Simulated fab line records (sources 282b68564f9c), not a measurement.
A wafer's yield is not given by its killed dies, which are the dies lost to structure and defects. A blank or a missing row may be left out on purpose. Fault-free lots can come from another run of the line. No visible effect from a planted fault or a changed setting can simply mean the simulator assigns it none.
fab line records ; flow ritCmos
[record] lots = 6; wafers = 18; lastDay = 7
route steps=202 shown PLDD@159 NLDD@160 SILICIDE@161 CONTACT@168 M1@202
lots that met no fault: taken from a fault-free run of the same line
startH: hours from the record's opening day to when the first of the lot's shown wafers began ; waitH: hours from the lot's prior step to this one ; " unchanged from the row above ; L1.1+2: a row that stands for several wafers ; - no value present, or no start provided ; * or withheld: withheld ; < > ~ a bound
route shown NAME@n: names a module that has steps shown in the file, with the first one's number in the route ; usual: mean and standard deviation over wafers with no fault ; same: alike in all rows ; chamber/n: place in a boat ; sites: the reading at each site ; _std_site: standard deviation across them ; _edge_site: mean of outer sites minus mean of inner sites ; radiusMm: how far each site lies from the wafer's centre ; mask NAME#n: copy n ; behind: tool/chamber where the wafer was last shaped ; hold: what put the lot on hold/how long, in hours/how the hold closed ; device: transistor that didn't switch, given as n, p or np ; end of line: tests of these same wafers at the route's end ; for a step that has no rows: nothing shown but its recipe ; killed: the dies lost at the first sort to structure and to defects; this is not the yield of the wafer ; map: shows each die of a wafer: x if killed, . if not, _ if none is there
set.NAME: setting as actually run; set.NAME@STEP: the setting as run at that earlier step ; model.NAME: the simulator's own value behind a step, which no gauge read
lots at some steps of the route; a table a step, a row a wafer
services: the hour from which a tool's chamber was out of use, counted from the record's first day as startH (under 0 if before that day), plus the number of hours and why
[[steps]]
[step RIT_SDANNEAL_RS_MEAS_06]
[recipe] thkMeasGauge = four-point-probe
[usual] PLDD_RS = 178.7/0.5
lot.wafer;tool;chamber;startH;waitH;PLDD_RS[ohm/sq]
L745.2;filmMetro-01;-;62.34;0.1;178.6
L745.3;filmMetro-01;-;62.34;0.1;179.0
L745.5;filmMetro-01;-;62.34;0.1;178.6
L751.2;filmMetro-01;-;90.72;0.1;178.6
L751.3;filmMetro-01;-;90.72;0.1;178.8
L751.5;filmMetro-01;-;90.72;0.1;178.7
L755.3;filmMetro-01;-;110.14;0.1;179.6
L755.4;filmMetro-01;-;110.14;0.1;179.7
L755.5;filmMetro-01;-;110.14;0.1;179.6
L756.1;filmMetro-03;-;114.86;0.1;178.5
L756.3;filmMetro-03;-;114.86;0.1;178.1
L756.6;filmMetro-03;-;114.86;0.1;177.8
L765.1;filmMetro-01;-;159.80;0.1;179.1
L765.3;filmMetro-01;-;159.80;0.1;178.4
L765.5;filmMetro-01;-;159.80;0.1;178.3
L766.1;filmMetro-02;-;165.93;0.1;178.7
L766.4;filmMetro-02;-;165.93;0.1;178.2
L766.6;filmMetro-02;-;165.93;0.1;178.2
[step RIT_SDANNEAL_RS_MEAS_07]
[recipe] thkMeasGauge = four-point-probe
[usual] NLDD_RS = 151.6/0.43
lot.wafer;tool;chamber;startH;waitH;NLDD_RS[ohm/sq]
L745.2;filmMetro-01;-;62.46;0.1;151.9
L745.3;filmMetro-01;-;62.46;0.1;151.9
L745.5;filmMetro-01;-;62.46;0.1;151.8
L751.2;filmMetro-01;-;90.84;0.1;152.1
L751.3;filmMetro-01;-;90.84;0.1;152.1
L751.5;filmMetro-01;-;90.84;0.1;151.4
L755.3;filmMetro-01;-;110.26;0.1;151.9
L755.4;filmMetro-01;-;110.26;0.1;151.2
L755.5;filmMetro-01;-;110.26;0.1;151.5
L756.1;filmMetro-03;-;114.98;0.1;151.4
L756.3;filmMetro-03;-;114.98;0.1;151.5
L756.6;filmMetro-03;-;114.98;0.1;150.9
L765.1;filmMetro-01;-;159.92;0.1;151.6
L765.3;filmMetro-01;-;159.92;0.1;152.0
L765.5;filmMetro-01;-;159.92;0.1;151.9
L766.1;filmMetro-02;-;166.05;0.1;151.0
L766.4;filmMetro-02;-;166.05;0.1;150.8
L766.6;filmMetro-02;-;166.05;0.1;150.5
[step RIT_SILICIDE_WET_ETCH_00]
[recipe] chemistry = BOE; target = SiO2; targetDepthNm = 14; timeS = 15; dry = n2Spin; dilution = 10:1; tempC = 21.5
[step RIT_SILICIDE_SPUTTER_01]
[recipe] material = Ti; targetThkNm = 30; powerW = 350; chamberPressurePa = 0.667; gas = Ar; timeS = 240; substrateTempC = 25
[usual] throttleValvePct = 29.6/1
lot.wafer;tool;chamber;startH;waitH;throttleValvePct
L745.2;pvdSputter-02;-;62.58;0.0;29.1
L745.3;pvdSputter-02;-;62.58;0.0;30.3
L745.5;pvdSputter-02;-;62.58;0.0;29.1
L751.2;pvdSputter-03;-;90.95;0.0;28.8
L751.3;pvdSputter-03;-;90.95;0.0;31.0
L751.5;pvdSputter-03;-;90.95;0.0;30.9
L755.3;pvdSputter-03;-;110.35;0.0;28.9
L755.4;pvdSputter-03;-;110.35;0.0;29.2
L755.5;pvdSputter-03;-;110.35;0.0;29.1
L756.1;pvdSputter-04;-;115.12;0.0;27.4
L756.3;pvdSputter-04;-;115.12;0.0;29.5
L756.6;pvdSputter-04;-;115.12;0.0;29.7
L765.1;pvdSputter-02;-;160.05;0.0;29.7
L765.3;pvdSputter-02;-;160.05;0.0;32.6
L765.5;pvdSputter-02;-;160.05;0.0;29.3
L766.1;pvdSputter-03;-;166.20;0.0;29.1
L766.4;pvdSputter-03;-;166.20;0.0;29.2
L766.6;pvdSputter-03;-;166.20;0.0;29.0
[step RIT_SILICIDE_RS_MEAS_02]
[recipe] thkMeasGauge = four-point-probe; reads = Ti_of_SILICIDE_SPUTTER_01
[usual] SILICIDE_TI_RS = 47.8/0.66
lot.wafer;tool;chamber;startH;waitH;SILICIDE_TI_RS[ohm/sq]
L745.2;filmMetro-04;-;62.75;0.1;47.5
L745.3;filmMetro-04;-;62.75;0.1;47.9
L745.5;filmMetro-04;-;62.75;0.1;47.9
L751.2;filmMetro-03;-;91.12;0.1;47.2
L751.3;filmMetro-03;-;91.12;0.1;47.6
L751.5;filmMetro-03;-;91.12;0.1;48.2
L755.3;filmMetro-03;-;110.54;0.1;46.6
L755.4;filmMetro-03;-;110.54;0.1;47.6
L755.5;filmMetro-03;-;110.54;0.1;47.5
L756.1;filmMetro-01;-;115.27;0.1;48.2
L756.3;filmMetro-01;-;115.27;0.1;49.3
L756.6;filmMetro-01;-;115.27;0.1;48.6
L765.1;filmMetro-03;-;160.20;0.1;48.0
L765.3;filmMetro-03;-;160.20;0.1;47.7
L765.5;filmMetro-03;-;160.20;0.1;48.2
L766.1;filmMetro-01;-;166.35;0.1;47.4
L766.4;filmMetro-01;-;166.35;0.1;47.4
L766.6;filmMetro-01;-;166.35;0.1;46.8
[step RIT_SILICIDE_THK_MEAS_03]
[recipe] thkMeasGauge = xrf; reads = Ti_of_SILICIDE_SPUTTER_01
[usual] SILICIDE_TI_THK = 30.0/0.34
lot.wafer;tool;chamber;startH;waitH;SILICIDE_TI_THK[nm]
L745.2;filmMetro-04;-;62.86;0.1;30.2
L745.3;filmMetro-04;-;62.86;0.1;30.0
L745.5;filmMetro-04;-;62.86;0.1;30.2
L751.2;filmMetro-03;-;91.23;0.1;30.4
L751.3;filmMetro-03;-;91.23;0.1;29.9
L751.5;filmMetro-03;-;91.23;0.1;29.8
L755.3;filmMetro-03;-;110.64;0.1;30.7
L755.4;filmMetro-03;-;110.64;0.1;30.1
L755.5;filmMetro-03;-;110.64;0.1;30.1
L756.1;filmMetro-01;-;115.39;0.1;29.6
L756.3;filmMetro-01;-;115.39;0.1;29.3
L756.6;filmMetro-01;-;115.39;0.1;29.6
L765.1;filmMetro-03;-;160.32;0.1;29.6
L765.3;filmMetro-03;-;160.32;0.1;29.8
L765.5;filmMetro-03;-;160.32;0.1;29.6
L766.1;filmMetro-01;-;166.47;0.1;30.2
L766.4;filmMetro-01;-;166.47;0.1;30.2
L766.6;filmMetro-01;-;166.47;0.1;30.5
[step RIT_SILICIDE_RTA_04]
[recipe] tempC = 650; timeS = 10; idleTempC = 25; rampUpS = 5; rampDownS = 5; coolToC = 25; ambient = N2
[usual] annealTempCMax = 653.0/0.55; wafer_temp_C_max = 653.8/0.75
lot.wafer;tool;chamber;startH;waitH;annealTempCMax;wafer_temp_C_max
L745.2;rtpAnneal-01;0;62.92;0.1;651.8;653.6
L745.3;rtpAnneal-01;0;62.92;0.1;653.8;653.2
L745.5;rtpAnneal-01;0;62.92;0.1;653.4;654.7
L751.2;rtpAnneal-02;0;91.29;0.1;652.7;653.0
L751.3;rtpAnneal-02;0;91.29;0.1;652.0;653.3
L751.5;rtpAnneal-02;0;91.29;0.1;653.4;653.4
L755.3;rtpAnneal-02;0;110.70;0.1;654.0;653.4
L755.4;rtpAnneal-02;0;110.70;0.1;653.7;654.4
L755.5;rtpAnneal-02;0;110.70;0.1;652.4;653.5
L756.1;rtpAnneal-01;0;115.45;0.1;653.1;653.6
L756.3;rtpAnneal-01;0;115.45;0.1;652.8;654.5
L756.6;rtpAnneal-01;0;115.45;0.1;653.6;653.4
L765.1;rtpAnneal-02;0;160.38;0.1;653.1;653.7
L765.3;rtpAnneal-02;0;160.38;0.1;652.1;654.0
L765.5;rtpAnneal-02;0;160.38;0.1;651.9;652.9
L766.1;rtpAnneal-01;0;166.53;0.1;653.9;653.0
L766.4;rtpAnneal-01;0;166.53;0.1;653.5;654.7
L766.6;rtpAnneal-01;0;166.53;0.1;653.6;653.1
[step RIT_SILICIDE_WET_ETCH_05]
[recipe] chemistry = SPM; target = Ti; tempC = 90; timeS = 120; dry = n2Spin
[step RIT_SILICIDE_RTA_06]
[recipe] tempC = 750; timeS = 10; idleTempC = 25; rampUpS = 5; rampDownS = 10; coolToC = 25; ambient = N2
[usual] annealTempCMax = 753.2/0.63; wafer_temp_C_max = 754.4/0.88
lot.wafer;tool;chamber;startH;waitH;annealTempCMax;wafer_temp_C_max
L745.2;rtpAnneal-02;0;63.03;0.0;752.4;754.7
L745.3;rtpAnneal-02;0;63.03;0.0;752.4;754.6
L745.5;rtpAnneal-02;0;63.03;0.0;753.5;754.7
L751.2;rtpAnneal-01;0;91.40;0.0;753.3;755.4
L751.3;rtpAnneal-01;0;91.40;0.0;753.0;754.5
L751.5;rtpAnneal-01;0;91.40;0.0;753.3;753.9
L755.3;rtpAnneal-01;0;110.81;0.0;752.3;754.0
L755.4;rtpAnneal-01;0;110.81;0.0;752.8;754.6
L755.5;rtpAnneal-01;0;110.81;0.0;752.7;753.1
L756.1;rtpAnneal-02;0;115.55;0.0;752.5;754.8
L756.3;rtpAnneal-02;0;115.55;0.0;754.7;753.5
L756.6;rtpAnneal-02;0;115.55;0.0;752.9;754.0
L765.1;rtpAnneal-01;0;160.49;0.0;754.1;755.5
L765.3;rtpAnneal-01;0;160.49;0.0;754.6;755.0
L765.5;rtpAnneal-01;0;160.49;0.0;752.7;754.1
L766.1;rtpAnneal-02;0;166.70;0.0;752.9;755.0
L766.4;rtpAnneal-02;0;166.70;0.0;752.8;753.6
L766.6;rtpAnneal-02;0;166.70;0.0;752.2;752.8
[step RIT_CONTACT_CVD_00]
[recipe] material = SiO2; targetThkNm = 400; precursor = TEOS; tempC = 390; timeS = 61; rfW = 400
[usual] heaterPowerW = 329/43
lot.wafer;tool;chamber;startH;waitH;heaterPowerW
L745.2;pecvd-04;0;63.08;0.0;378
L745.3;pecvd-04;1;63.08;0.0;335
L745.5;pecvd-04;1;63.08;0.0;352
L751.2;pecvd-01;0;91.45;0.0;260
L751.3;pecvd-01;1;91.45;0.0;234
L751.5;pecvd-01;2;91.45;0.0;269
L755.3;pecvd-04;0;110.86;0.0;313
L755.4;pecvd-04;2;110.86;0.0;318
L755.5;pecvd-04;1;110.86;0.0;405
L756.1;pecvd-02;2;115.62;0.1;380
L756.3;pecvd-02;0;115.62;0.1;319
L756.6;pecvd-02;2;115.62;0.1;380
L765.1;pecvd-02;2;160.62;0.1;348
L765.3;pecvd-02;1;160.62;0.1;301
L765.5;pecvd-02;1;160.62;0.1;313
L766.1;pecvd-01;1;166.77;0.1;300
L766.4;pecvd-01;0;166.77;0.1;313
L766.6;pecvd-01;2;166.77;0.1;297
[step RIT_CONTACT_THK_MEAS_01]
[recipe] reads = SiO2_of_CONTACT_CVD_00
[usual] CONTACT_TEOS_THK = 400/5.1
lot.wafer;tool;chamber;startH;waitH;CONTACT_TEOS_THK[nm]
L745.2;filmMetro-04;-;63.14;0.0;399
L745.3;filmMetro-04;-;63.14;0.0;402
L745.5;filmMetro-04;-;63.14;0.0;407
L751.2;filmMetro-01;-;91.51;0.0;396
L751.3;filmMetro-01;-;91.51;0.0;396
L751.5;filmMetro-01;-;91.51;0.0;406
L755.3;filmMetro-01;-;110.93;0.0;394
L755.4;filmMetro-01;-;110.93;0.0;399
L755.5;filmMetro-01;-;110.93;0.0;399
L756.1;filmMetro-02;-;115.67;0.0;400
L756.3;filmMetro-02;-;115.67;0.0;393
L756.6;filmMetro-02;-;115.67;0.0;408
L765.1;filmMetro-01;-;160.67;0.0;398
L765.3;filmMetro-01;-;160.67;0.0;399
L765.5;filmMetro-01;-;160.67;0.0;402
L766.1;filmMetro-01;-;166.82;0.0;400
L766.4;filmMetro-01;-;166.82;0.0;407
L766.6;filmMetro-01;-;166.82;0.0;402
[step RIT_CONTACT_HMDS_02]
[recipe] primeTimeS = 60; primeTempC = 140
[step RIT_CONTACT_COAT_03]
[recipe] resist = NOVOLAK; spinRpm = 3250; resistThkNm = 1000
[usual] spinSpeedRpm = 3250.3/2.3
lot.wafer;tool;chamber;startH;waitH;spinSpeedRpm;model.NOVOLAK_of_CONTACT_COAT_03.thkNm
L745.2;lithoTrack-01;0;63.37;0.1;3252.9;999
L745.3;lithoTrack-01;0;63.37;0.1;3249.0;998.8
L745.5;lithoTrack-01;0;63.37;0.1;3250.2;998.7
L751.2;lithoTrack-04;0;91.74;0.1;3248.3;1004
L751.3;lithoTrack-04;0;91.74;0.1;3246.8;1002
L751.5;lithoTrack-04;0;91.74;0.1;3247.5;999.8
L755.3;lithoTrack-04;0;111.17;0.1;3244.3;987.1
L755.4;lithoTrack-04;0;111.17;0.1;3248.7;987.6
L755.5;lithoTrack-04;0;111.17;0.1;3247.3;984.8
L756.1;lithoTrack-04;0;115.88;0.1;3248.4;985.7
L756.3;lithoTrack-04;0;115.88;0.1;3249.1;985.9
L756.6;lithoTrack-04;0;115.88;0.1;3249.3;986
L765.1;lithoTrack-03;0;160.88;0.1;3251.7;1004
L765.3;lithoTrack-03;0;160.88;0.1;3251.5;1004
L765.5;lithoTrack-03;0;160.88;0.1;3251.3;1002
L766.1;lithoTrack-03;0;167.03;0.1;3249.7;998.5
L766.4;lithoTrack-03;0;167.03;0.1;3251.5;1001
L766.6;lithoTrack-03;0;167.03;0.1;3251.6;1002
[step RIT_CONTACT_SOFTBAKE_04]
[recipe] resist = NOVOLAK; tempC = 90; timeS = 60
[step RIT_CONTACT_EXPOSE_05]
[recipe] maskId = M11; na = 0.6; sourceShape = conventional; sigmaOuter = 0.5; targetCdNm = 1000; doseMj = 250
[step RIT_CONTACT_PEB_06]
[recipe] resist = NOVOLAK; tempC = withheld; timeS = withheld
[step RIT_CONTACT_DEVELOP_07]
[recipe] resist = NOVOLAK; developTimeS = 120; devTempC = 23
[step RIT_CONTACT_CD_MEAS_08]
[recipe] targetCdNm = 1000
[usual] cdNm = 1000.5/2.3
lot.wafer;tool;chamber;startH;waitH;cdNm
L745.2;cdSem-01;-;64.31;-;1000.1
L745.3;cdSem-01;-;64.31;-;1001.5
L745.5;cdSem-01;-;64.31;-;999.8
L751.2;cdSem-02;-;92.55;-;999.7
L751.3;cdSem-02;-;92.55;-;999.3
L751.5;cdSem-02;-;92.55;-;1000.8
L755.3;cdSem-02;-;112.19;-;1004.5
L755.4;cdSem-02;-;112.19;-;1003.4
L755.5;cdSem-02;-;112.19;-;1003.7
L756.1;cdSem-02;-;116.84;-;1000.7
L756.3;cdSem-02;-;116.84;-;998.8
L756.6;cdSem-02;-;116.84;-;999.6
L765.1;cdSem-01;-;161.83;-;1002.1
L765.3;cdSem-01;-;161.83;-;1002.9
L765.5;cdSem-01;-;161.83;-;999.6
L766.1;cdSem-01;-;167.85;-;1001.1
L766.4;cdSem-01;-;167.85;-;999.0
L766.6;cdSem-01;-;167.85;-;1000.4
[step RIT_CONTACT_OVL_MEAS_09]
[usual] CONTACT_OVL = 1.2/1.4
lot.wafer;tool;chamber;startH;waitH;CONTACT_OVL[nm]
L745.2;overlay-01;-;64.42;0.1;-0.7
L745.3;overlay-01;-;64.42;0.1;-1.3
L745.5;overlay-01;-;64.42;0.1;0.7
L751.2;overlay-02;-;92.66;0.1;0.6
L751.3;overlay-02;-;92.66;0.1;2.3
L751.5;overlay-02;-;92.66;0.1;3.2
L755.3;overlay-02;-;112.28;0.1;2.0
L755.4;overlay-02;-;112.28;0.1;0.8
L755.5;overlay-02;-;112.28;0.1;2.6
L756.1;overlay-01;-;116.96;0.1;1.9
L756.3;overlay-01;-;116.96;0.1;2.7
L756.6;overlay-01;-;116.96;0.1;2.4
L765.1;overlay-02;-;161.95;0.1;0.8
L765.3;overlay-02;-;161.95;0.1;1.4
L765.5;overlay-02;-;161.95;0.1;2.6
L766.1;overlay-01;-;167.97;0.1;3.0
L766.4;overlay-01;-;167.97;0.1;2.0
L766.6;overlay-01;-;167.97;0.1;1.2
[step RIT_CONTACT_HARDBAKE_10]
[recipe] resist = NOVOLAK; tempC = 140; timeS = 60
[step RIT_CONTACT_ETCH_11]
[recipe] targetDepthA = 4800; overEtchFrac = 0.2; stopOn = TiSi2; chemistry = CHF3/CF4/Ar; target = SiO2; CHF3_flow_sccm = 50; cf4FlowSccm = 10; Ar_flow_sccm = 100; O2_flow_sccm = 5; pressureMtorr = 100; rfW = 200; timeS = 320
[usual] CHF3_flow_sccm = 50.00/0.15; drypumpMotorCurrentA = 5.8/0.36; oesProductAu = 0.989/0.014; throttleValvePct = 8.88/0.1
[same] overEtchFrac = 0.2
lot.wafer;tool;chamber;startH;waitH;CHF3_flow_sccm;drypumpMotorCurrentA;oesProductAu;rfHoursCounterH;throttleValvePct;model.NOVOLAK_of_CONTACT_COAT_03.thkNm
L745.2;rieDiel-01;0;64.60;0.1;49.92;5.8;0.996;5;8.84;770.1
L745.3;rieDiel-01;2;64.60;0.1;50.12;5.6;1.014;146;8.93;769.4
L745.5;rieDiel-01;0;64.60;0.1;50.13;5.9;0.986;-;8.86;769.3
L751.2;rieDiel-01;2;92.84;0.1;49.72;5.5;1.016;146;8.93;775.1
L751.3;rieDiel-01;0;92.84;0.1;49.99;5.8;0.998;6;8.84;773.5
L751.5;rieDiel-01;0;92.84;0.1;49.83;5.8;0.991;-;8.84;772.8
L755.3;rieDiel-01;0;112.52;0.1;49.92;5.8;0.984;6;8.83;760.4
L755.4;rieDiel-01;2;112.52;0.1;49.67;5.6;1.012;146;8.93;760.1
L755.5;rieDiel-01;1;112.52;0.1;49.93;5.6;0.995;-;9.09;752.8
L756.1;rieDiel-04;3;117.25;0.1;50.15;5.3;0.990;43;8.88;751
L756.3;rieDiel-04;1;117.25;0.1;49.81;6.3;0.983;129;8.80;755.7
L756.6;rieDiel-04;2;117.25;0.1;50.03;6.2;0.979;-;8.71;753.8
L765.1;rieDiel-01;0;162.13;0.1;49.83;5.9;0.988;7;8.86;775.8
L765.3;rieDiel-01;2;162.13;0.1;50.12;5.5;1.023;147;8.94;774.3
L765.5;rieDiel-01;2;162.13;0.1;49.94;5.6;1.012;-;8.93;772
L766.1;rieDiel-04;0;168.15;0.1;50.35;6.1;0.961;39;8.89;764.5
L766.4;rieDiel-04;2;168.15;0.1;50.10;6.3;0.981;-;8.72;767.8
L766.6;rieDiel-04;0;168.15;0.1;50.28;6.1;0.961;-;8.88;767.7
[step RIT_CONTACT_STRIP_12]
[recipe] chemistry = O2; timeS = 180; resist = NOVOLAK; platenTempC = withheld; powerW = 500; pressureMtorr = 4000; o2FlowSccm = 4000
[usual] drypumpMotorCurrentA = 5.7/0.35
lot.wafer;tool;chamber;startH;waitH;drypumpMotorCurrentA;rfHoursCounterH
L745.2;plasmaAsher-02;0;64.79;0.1;5.3;40
L745.3;plasmaAsher-02;0;64.79;0.1;5.3;-
L745.5;plasmaAsher-02;0;64.79;0.1;5.3;-
L751.2;plasmaAsher-01;0;93.03;0.1;5.7;30
L751.3;plasmaAsher-01;0;93.03;0.1;5.8;-
L751.5;plasmaAsher-01;0;93.03;0.1;5.8;-
L755.3;plasmaAsher-01;0;112.77;0.2;5.8;-
L755.4;plasmaAsher-01;1;112.77;0.2;5.3;-
L755.5;plasmaAsher-01;1;112.77;0.2;5.4;-
L756.1;plasmaAsher-01;1;117.45;0.1;5.4;33
L756.3;plasmaAsher-01;1;117.45;0.1;5.4;-
L756.6;plasmaAsher-01;1;117.45;0.1;5.4;-
L765.1;plasmaAsher-02;0;162.33;0.1;5.3;5
L765.3;plasmaAsher-02;0;162.33;0.1;5.3;-
L765.5;plasmaAsher-02;1;162.33;0.1;6.0;-
L766.1;plasmaAsher-04;1;168.35;0.1;5.7;53
L766.4;plasmaAsher-04;1;168.35;0.1;5.7;-
L766.6;plasmaAsher-04;1;168.35;0.1;5.7;-
[step RIT_M1_PROBE_99]
[usual] killedAtContacts = 0.1/0.31; killedAtFrontEnd = 6.3/2.7; killedDies = 6.4/2.7; killedOnRim = 1.7/1.4; killedOpen = 3.3/2; killedShort = 3/1.8
[same] grossDies = 264; killed_at_M0_to_M3 = 0; killed_at_M4_up = 0; killedAtBackSide = 0; killedAtOther = 0
lot.wafer;tool;chamber;startH;waitH;killedAtContacts;killedAtFrontEnd;killedDies;killedOnRim;killedOpen;killedShort
L756.1;prober-02;-;122.26;0.1;0;9;9;2;6;3
L756.3;prober-02;-;122.36;0.2;0;9;9;3;3;6
L756.6;prober-02;-;122.51;0.2;0;11;11;5;7;4
L766.4;prober-02;-;173.21;0.2;0;6;6;0;4;2
L766.6;prober-02;-;173.31;0.2;0;4;4;0;2;2
// killed by level:class
L756.1 GATE:geometricParticle:open=5 GATE:geometricParticle:short=2 FOX1:geometricParticle:open=1 SPACER:geometricParticle:short=1
L756.3 GATE:geometricParticle:short=5 GATE:geometricParticle:open=2 FOX1:geometricParticle:short=1 SILICIDE:geometricParticle:open=1
L756.6 GATE:geometricParticle:open=5 GATE:geometricParticle:short=4 REOX:geometricParticle:open=2
L766.4 GATE:geometricParticle:open=3 FOX1:geometricParticle:short=1 GATE:geometricParticle:short=1 SPACER:geometricParticle:open=1
L766.6 GATE:geometricParticle:open=2 SPACER:geometricParticle:short=1 SILICIDE:geometricParticle:short=1
[[services]]
tool;chamber;startH;hours;kind
rieDiel-01;3;39.64;14.1;repair
rieDiel-04;1;41.89;14.5;repair
rtpAnneal-02;-;43.34;4.9;pm
pvdSputter-04;-;62.21;2.7;repair
pecvd-04;-;67.12;6.0;pm
plasmaAsher-04;-;68.49;0.4;repair
rieDiel-01;-;73.54;2.8;pm
rieDiel-04;-;79.32;1.1;repair
plasmaAsher-02;-;108.75;9.0;pm
plasmaAsher-02;0;108.75;9.0;ventCycle
plasmaAsher-02;1;108.75;9.0;ventCycle
pecvd-04;0;114.96;13.0;repair
plasmaAsher-02;0;117.75;-;clean
plasmaAsher-02;1;117.75;-;clean
pecvd-02;-;124.91;6.0;pm
rieDiel-01;2;135.85;16.0;repair
plasmaAsher-04;-;144.55;14.6;pm
pvdSputter-04;-;147.69;5.4;repair
pecvd-02;-;153.58;2.8;pm
pecvd-04;-;159.21;2.8;pm
rieDiel-01;1;159.22;-;clean
rieDiel-04;1;165.33;7.0;repair
pecvd-02;-;165.52;1.0;repair
[[key]]
firstSign none at tools or gauges
[modelEffect] step = RIT_CONTACT_COAT_03; value = NOVOLAK_of_CONTACT_COAT_03.thkNm; without = 998.4; struck = 986.2
[modelEffect] step = RIT_CONTACT_ETCH_11; value = NOVOLAK_of_CONTACT_COAT_03.thkNm; without = 766.3; struck = 755.6
metAt RIT_CONTACT_COAT_03
struckWafers L755.3,L755.4,L755.5,L756.1,L756.3,L756.6
testerLeftOut L755,L756
onsetBetween 91.74 111.17
[fault] kind = processParameterDrift; tool = lithoTrack-04; chamber = -; onsetH = 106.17; steps = RIT_CONTACT_COAT_03; channel = resistThkNm; offset = -12.237; shape = step; endH = 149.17; actsIn = theseRecipesOnly; stated = 1000
// testerLeftOut: of these lots the tester's yield and bins aren't shown, on N5 and GAA mostly nor the transistor test; their killed dies are dies lost to structure and defects alone, not to doping, threshold or leakage, so they don't give the yield
